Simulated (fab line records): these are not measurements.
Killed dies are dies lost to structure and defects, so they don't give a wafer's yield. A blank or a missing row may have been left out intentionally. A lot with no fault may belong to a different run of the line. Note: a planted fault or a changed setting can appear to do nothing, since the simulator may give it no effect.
fab line records	flow berkeley_cmos170
record lots=14	wafers=42	last_day=12
route steps=331 shown NWELL@14 PWELL@48 PVT@124 GATE@140
lots that met no fault: taken from a fault-free run of the same line
start_h: start of the lot's first displayed wafer, in hours after the record's first day	wait_h: hours since the lot's step before	" repeats the value in the row above	L1.1+2: one row covering several wafers at once	- no value, or no start given	* or withheld: withheld	< > ~ a bound
route shown NAME@n: NAME is a module with steps in the file, n the number in the route of the first one	usual: mean/standard deviation of fault-free wafers	same: alike in all rows	chamber/n: place in a boat	sites: each site's reading	_std_site: standard deviation of those values	_edge_site: the outer-site mean with the inner-site mean subtracted	radius_mm: for every site, how far away it sits from the centre of the wafer	mask NAME#n: copy n	behind: tool/chamber where the wafer was last shaped	hold: what put the lot on hold/how long, in hours/how the hold closed	device: the n, p or np transistor that did not switch	end of line: the route-end tests of the same wafers	for a step that has no rows: nothing shown but its recipe	killed: dies lost to structure and defects at the first sort, not the wafer's yield	map: per-die view of a wafer (x killed, . not killed, _ where there is no die)
set.NAME: the setting the step ran with; set.NAME@STEP: the setting that earlier step ran with	model.NAME: the simulator's own value behind a step, which no gauge read
the route's steps for a sample of lots (tables are steps, rows are wafers)
services: a tool's chamber out of use, with start hour (start_h, from the record's first day; less than 0 if before it), hours out, and reason
## steps
# step UCB170_NWELL_WET_ETCH_00
# recipe chemistry=dHF	dilution=25:1	target=SiO2	temp_c=25	time_s=200
# usual bath_heat_duty_pct=6.2/0.86	run_length_s=225.7/1.3	time_s=200/0
lot.wafer	tool	chamber	start_h	wait_h	bath_heat_duty_pct	run_length_s	time_s
L885.1	wet_bench-02	2	22.55	0.2	6.4	224.1	200
L885.4	"	2	"	"	5.4	224.1	200
L885.6	"	2	"	"	6.2	224.1	200
L887.1	wet_bench-02	0	32.65	0.3	7.6	226.5	200
L887.2	"	0	"	"	7.1	226.5	200
L887.3	"	0	"	"	6.4	226.5	200
L890.1	wet_bench-02	1	46.67	0.1	4.8	224.7	200
L890.2	"	1	"	"	5.0	224.7	200
L890.6	"	1	"	"	5.5	224.7	200
L891.1	wet_bench-04	3	52.68	0.1	5.4	227.2	200
L891.4	"	3	"	"	6.1	227.2	200
L891.5	"	3	"	"	5.7	227.2	200
L892.2	wet_bench-04	1	58.77	0.5	5.0	225.8	200
L892.4	"	1	"	"	4.5	225.8	200
L892.6	"	1	"	"	4.7	225.8	200
L893.2	wet_bench-04	3	58.77	0.2	6.4	226.2	200
L893.4	"	3	"	"	6.3	226.2	200
L893.6	"	3	"	"	6.5	226.2	200
L894.2	wet_bench-01	0	69.69	0.1	7.2	228.3	200
L894.3	"	0	"	"	5.9	228.3	200
L894.6	"	0	"	"	7.5	228.3	200
L898.2	wet_bench-01	2	84.28	0.1	-	-	-
L898.5	"	2	"	"	-	-	-
L898.6	"	2	"	"	-	-	-
L899.3	wet_bench-04	0	90.08	0.0	-	-	-
L899.4	"	0	"	"	-	-	-
L899.5	"	0	"	"	-	-	-
L900.1	wet_bench-02	1	101.71	0.9	5.3	224.4	200
L900.5	"	1	"	"	5.6	224.4	200
L900.6	"	1	"	"	5.0	224.4	200
L902.2	wet_bench-01	1	110.16	3.5	6.0	224.6	200
L902.3	"	1	"	"	5.2	224.6	200
L902.5	"	1	"	"	5.2	224.6	200
L903.1	wet_bench-01	3	114.15	0.1	6.6	225.6	200
L903.2	"	3	"	"	6.9	225.6	200
L903.4	"	3	"	"	6.7	225.6	200
L907.2	wet_bench-01	3	127.63	0.3	7.2	225.1	200
L907.3	"	3	"	"	5.6	225.1	200
L907.6	"	3	"	"	7.0	225.1	200
L908.1	wet_bench-04	3	140.36	0.2	6.1	225.8	200
L908.4	"	3	"	"	5.2	225.8	200
L908.5	"	3	"	"	6.1	225.8	200
# step UCB170_PWELL_ETCH_14
# recipe chemistry=CH3F/Ar/O2	target=Si3N4	stop_on=SiO2	CH3F_flow_sccm=20	Ar_flow_sccm=50	O2_flow_sccm=7	pressure_mtorr=50	rf_w=450	target_depth_a=2420	over_etch_frac=0.1	time_s=151
# usual CH3F_flow_sccm=20.00/0.058	O2_flow_sccm=6.998/0.02	chamber_pressure_mTorr=50.00/0.05	drypump_motor_current_A=5.6/0.38	oes_product_au=0.944/0.014	rf_fwd_power_W=448.1/1.5	throttle_valve_pct=8.15/0.13
# same time_s=151
lot.wafer	tool	chamber	start_h	wait_h	CH3F_flow_sccm	O2_flow_sccm	chamber_pressure_mTorr	drypump_motor_current_A	oes_product_au	rf_fwd_power_W	rf_hours_counter_h	throttle_valve_pct
L885.1	rie_diel-04	0	55.90	0.0	20.00	6.997	50.10	5.7	0.930	447.1	10	8.01
L885.4	"	3	"	"	20.04	6.992	49.93	6.0	0.960	449.3	-	8.15
L885.6	"	0	"	"	20.07	7.003	49.99	5.7	0.934	448.5	-	8.00
L887.1	rie_diel-01	1	76.01	0.0	19.93	6.995	50.06	5.3	0.953	445.6	106	7.95
L887.2	"	3	"	"	19.99	7.003	50.01	5.5	0.945	447.2	84	8.35
L887.3	"	2	"	"	19.99	6.999	50.11	5.5	0.908	449.8	2	8.00
L890.1	rie_diel-01	0	84.90	0.0	19.97	7.020	50.02	5.7	0.952	447.3	16	8.29
L890.2	"	2	"	"	20.03	7.022	49.88	5.5	0.916	447.8	3	7.97
L890.6	"	3	"	"	19.97	6.989	50.03	5.5	0.956	447.0	-	8.35
L891.1	rie_diel-03	2	84.92	0.0	20.03	7.005	50.03	4.9	0.932	447.9	84	8.27
L891.4	"	2	"	"	20.07	6.969	50.01	4.8	0.932	448.5	-	8.28
L891.5	"	1	"	"	19.89	6.987	50.01	5.7	0.936	447.6	-	8.21
L892.2	rie_diel-01	3	105.56	0.0	19.91	6.989	50.00	5.5	0.961	445.9	85	8.37
L892.4	"	3	"	"	20.00	6.961	50.04	5.5	0.962	446.4	-	8.35
L892.6	"	2	"	"	19.95	6.978	50.00	5.5	0.916	449.5	-	7.97
L893.2	rie_diel-04	2	105.65	0.0	19.94	6.994	49.99	5.5	0.951	449.3	139	8.08
L893.4	"	0	"	"	20.01	7.057	50.03	5.7	0.937	449.1	12	8.02
L893.6	"	1	"	"	20.02	6.968	50.04	5.6	0.945	448.8	-	8.01
L894.2	rie_diel-03	1	105.84	0.0	19.90	6.971	49.99	5.7	0.948	448.0	9	8.23
L894.3	"	3	"	"	19.98	7.038	49.92	6.2	0.967	450.3	17	8.25
L894.6	"	3	"	"	19.93	7.023	50.00	6.2	0.960	448.4	-	8.25
L902.2	rie_diel-03	0	142.23	0.0	20.11	6.984	49.99	5.5	0.947	448.1	1	8.02
L902.3	"	1	"	"	20.14	6.979	49.99	5.7	0.937	446.7	11	8.22
L902.5	"	1	"	"	20.11	7.004	50.09	5.7	0.931	446.5	-	8.21
L900.1	rie_diel-04	3	142.28	0.0	19.95	7.015	50.04	6.0	0.952	448.8	107	8.15
L900.5	"	1	"	"	20.02	6.998	49.99	5.7	0.938	447.3	-	7.99
L900.6	"	2	"	"	20.11	7.026	50.01	5.5	0.948	448.8	-	8.12
L903.1	rie_diel-04	2	142.95	0.0	20.08	6.997	50.00	5.6	0.942	450.5	141	8.10
L903.2	"	3	"	"	20.06	6.968	50.06	6.0	0.937	444.9	107	8.18
L903.4	"	1	"	"	19.94	6.989	50.02	5.6	0.930	447.4	4	8.00
L907.2	rie_diel-03	3	162.89	0.0	20.04	7.009	50.01	6.2	0.959	449.5	20	8.26
L907.3	"	0	"	"	20.05	6.964	49.93	5.5	0.945	447.8	2	8.00
L907.6	"	2	"	"	19.97	7.014	49.91	4.8	0.934	446.8	-	8.28
L908.1	rie_diel-01	1	177.04	0.0	19.92	6.958	49.95	5.3	0.987	446.8	110	7.95
L908.4	"	0	"	"	19.90	7.008	50.09	5.7	0.956	450.4	19	8.32
L908.5	"	3	"	"	20.06	6.979	50.03	5.5	0.960	447.9	-	8.37
# step UCB170_PVT_TW_MEAS_09
# usual PVT_TW=503.8/2.7
lot.wafer	tool	chamber	start_h	wait_h	PVT_TW
L885.1	film_metro-04	-	135.20	0.1	503.1
L885.4	"	-	"	"	501.9
L885.6	"	-	"	"	503.4
L887.1	film_metro-01	-	158.59	0.1	503.9
L887.2	"	-	"	"	502.2
L887.3	"	-	"	"	503.4
L891.1	film_metro-03	-	158.64	0.1	505.7
L891.4	"	-	"	"	506.6
L891.5	"	-	"	"	503.7
L890.1	film_metro-03	-	159.41	0.1	503.6
L890.2	"	-	"	"	505.9
L890.6	"	-	"	"	505.2
L894.2	film_metro-04	-	174.16	0.1	505.9
L894.3	"	-	"	"	502.6
L894.6	"	-	"	"	503.5
L893.2	film_metro-03	-	174.46	0.1	506.9
L893.4	"	-	"	"	503.8
L893.6	"	-	"	"	504.3
L892.2	film_metro-04	-	174.74	0.1	506.1
L892.4	"	-	"	"	503.5
L892.6	"	-	"	"	505.4
L900.1	film_metro-04	-	211.06	0.1	504.3
L900.5	"	-	"	"	503.5
L900.6	"	-	"	"	501.7
L902.2	film_metro-04	-	211.53	0.1	503.1
L902.3	"	-	"	"	502.0
L902.5	"	-	"	"	503.2
L903.1	film_metro-04	-	211.79	0.1	503.9
L903.2	"	-	"	"	501.2
L903.4	"	-	"	"	502.7
L907.2	film_metro-03	-	237.76	0.1	504.9
L907.3	"	-	"	"	502.6
L907.6	"	-	"	"	501.1
L908.1	film_metro-04	-	241.37	0.1	503.3
L908.4	"	-	"	"	502.4
L908.5	"	-	"	"	504.9
# step UCB170_GATE_ETCH_14
# recipe chemistry=N2/H2	target_depth_a=withheld	overetch_a=withheld	target=BARC	time_s=withheld	source_w=500	bias_w=100	pressure_mtorr=30	n2_flow_sccm=100	h2_flow_sccm=200
# usual bias_w=100.0/0.31	chamber_pressure_mTorr=30.00/0.03	drypump_motor_current_A=5.67/0.27	oes_product_au=1.003/0.019	rf_fwd_power_W=495.0/2.3	throttle_valve_pct=13.35/0.16
lot.wafer	tool	chamber	start_h	wait_h	bias_w	chamber_pressure_mTorr	drypump_motor_current_A	oes_product_au	rf_fwd_power_W	throttle_valve_pct
L885.1	rie_diel-01	1	155.88	0.0	99.9	30.04	5.33	1.012	491.6	13.18
L885.4	"	3	"	"	99.7	30.04	5.52	1.018	491.9	13.70
L885.6	"	1	"	"	99.9	30.00	5.32	1.013	489.4	13.19
L891.1	rie_diel-02	2	170.27	0.0	99.9	30.04	5.84	0.997	492.4	13.17
L891.4	"	3	"	"	100.3	29.99	6.07	0.976	495.0	13.39
L891.5	"	2	"	"	99.5	29.98	5.82	1.005	492.7	13.17
L887.1	rie_diel-02	1	170.54	0.0	99.9	30.01	6.00	1.016	498.8	13.37
L887.2	"	3	"	"	100.7	30.00	6.05	0.994	497.2	13.37
L887.3	"	0	"	"	100.3	29.99	5.08	1.003	495.9	13.35
L890.1	rie_diel-01	2	170.54	0.0	99.7	30.05	5.50	0.958	498.8	13.12
L890.2	"	3	"	"	99.7	29.97	5.54	1.011	491.8	13.73
L890.6	"	0	"	"	100.0	30.03	5.69	1.037	496.0	13.51
L894.2	rie_diel-04	3	186.43	0.0	99.8	29.97	6.00	1.009	493.7	13.39
L894.3	"	0	"	"	100.0	29.97	5.70	0.985	495.6	13.27
L894.6	"	3	"	"	99.8	29.98	6.03	1.004	494.2	13.38
L893.2	rie_diel-02	2	186.67	0.0	100.3	30.03	5.76	0.992	494.0	13.18
L893.4	"	1	"	"	100.0	30.05	5.98	1.009	494.8	13.37
L893.6	"	3	"	"	100.1	29.94	6.07	0.990	495.9	13.39
L892.2	rie_diel-01	0	186.79	0.0	100.3	30.02	5.72	1.020	496.8	13.53
L892.4	"	2	"	"	99.7	29.97	5.50	0.966	496.2	13.14
L892.6	"	0	"	"	99.8	29.99	5.70	1.030	497.9	13.52
L900.1	rie_diel-02	1	222.66	0.0	100.0	29.97	5.98	1.019	497.1	13.37
L900.5	"	1	"	"	100.0	29.98	5.95	1.015	495.3	13.35
L900.6	"	3	"	"	99.5	29.99	6.07	0.990	496.1	13.39
L903.1	rie_diel-01	3	223.21	0.0	99.9	30.07	5.53	1.018	491.0	13.72
L903.2	"	2	"	"	100.2	30.02	5.50	0.962	499.3	13.12
L903.4	"	1	"	"	100.3	29.98	5.34	1.022	491.8	13.20
L902.2	rie_diel-04	3	223.76	0.0	99.3	30.02	6.02	1.009	495.1	13.39
L902.3	"	0	"	"	100.3	29.98	5.68	0.988	494.6	13.28
L902.5	"	3	"	"	99.5	30.00	6.01	1.001	494.4	13.39
L907.2	rie_diel-01	2	251.34	0.0	99.9	30.01	5.52	0.963	494.5	13.12
L907.3	"	3	"	"	100.9	30.02	5.52	1.018	493.7	13.72
L907.6	"	2	"	"	100.1	29.96	5.54	0.956	495.7	13.14
L908.1	rie_diel-04	0	254.53	0.0	99.3	30.00	5.69	0.991	494.1	13.27
L908.4	"	3	"	"	100.1	29.97	6.01	1.008	494.5	13.39
L908.5	"	3	"	"	99.7	30.00	6.01	1.011	494.7	13.38
## services
tool	chamber	start_h	hours	kind
rie_diel-01	-	-0.42	1.4	repair
rie_diel-01	-	0.29	0.1	repair
rie_diel-01	2	1.76	-	clean
rie_diel-01	2	1.76	25.2	scheduled_down
rie_diel-01	2	1.76	25.2	vent_cycle
rie_diel-03	3	12.69	4.1	repair
rie_diel-02	2	18.07	15.0	repair
rie_diel-04	1	40.52	-	clean
rie_diel-04	1	40.52	21.4	scheduled_down
rie_diel-04	1	40.52	21.4	vent_cycle
rie_diel-01	1	47.88	4.1	repair
rie_diel-03	2	54.82	9.1	repair
rie_diel-02	0	93.03	5.2	repair
rie_diel-01	0	103.20	4.0	repair
rie_diel-04	0	123.50	5.6	repair
rie_diel-03	0	127.58	4.5	repair
rie_diel-03	2	134.31	7.5	repair
rie_diel-02	2	171.72	4.4	repair
rie_diel-01	3	178.86	1.9	repair
rie_diel-02	1	191.42	1.3	repair
rie_diel-01	-	207.72	4.3	pm
rie_diel-02	0	216.04	18.0	repair
rie_diel-04	2	217.07	-	clean
rie_diel-01	0	254.42	3.4	repair
## key
first_sign step=UCB170_NWELL_WET_ETCH_00	reading=tool_record	direction=missing
effect none on later readings
met_at UCB170_NWELL_WET_ETCH_00
struck_lots L898,L899
later_rows_left_out L898.2,L898.5,L898.6,L899.3,L899.4,L899.5
sort_left_out L898.2,L898.5,L898.6,L899.3,L899.4,L899.5
tester_left_out L898,L899
not_acting_at UCB170_PWELL_ETCH_14,UCB170_PVT_TW_MEAS_09,UCB170_GATE_ETCH_14
onset_between 69.69 84.28
fault kind=skipped_step_whole	tool=wet_bench-01,wet_bench-04	chamber=-	onset_h=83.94	steps=UCB170_NWELL_WET_ETCH_00	scope=struck_lots_only
# tester_left_out: of these lots the tester's yield and bins aren't shown, on N5 and GAA mostly nor the transistor test; their killed dies are dies lost to structure and defects alone, not to doping, threshold or leakage, so they don't give the yield
# sort_left_out: the simulated sort isn't trusted on such a fault, so these wafers' sort isn't shown, and their yield isn't known
# later_rows_left_out: the simulator's readings of these wafers behind a module that went badly wrong aren't trusted and aren't shown, but for the sort
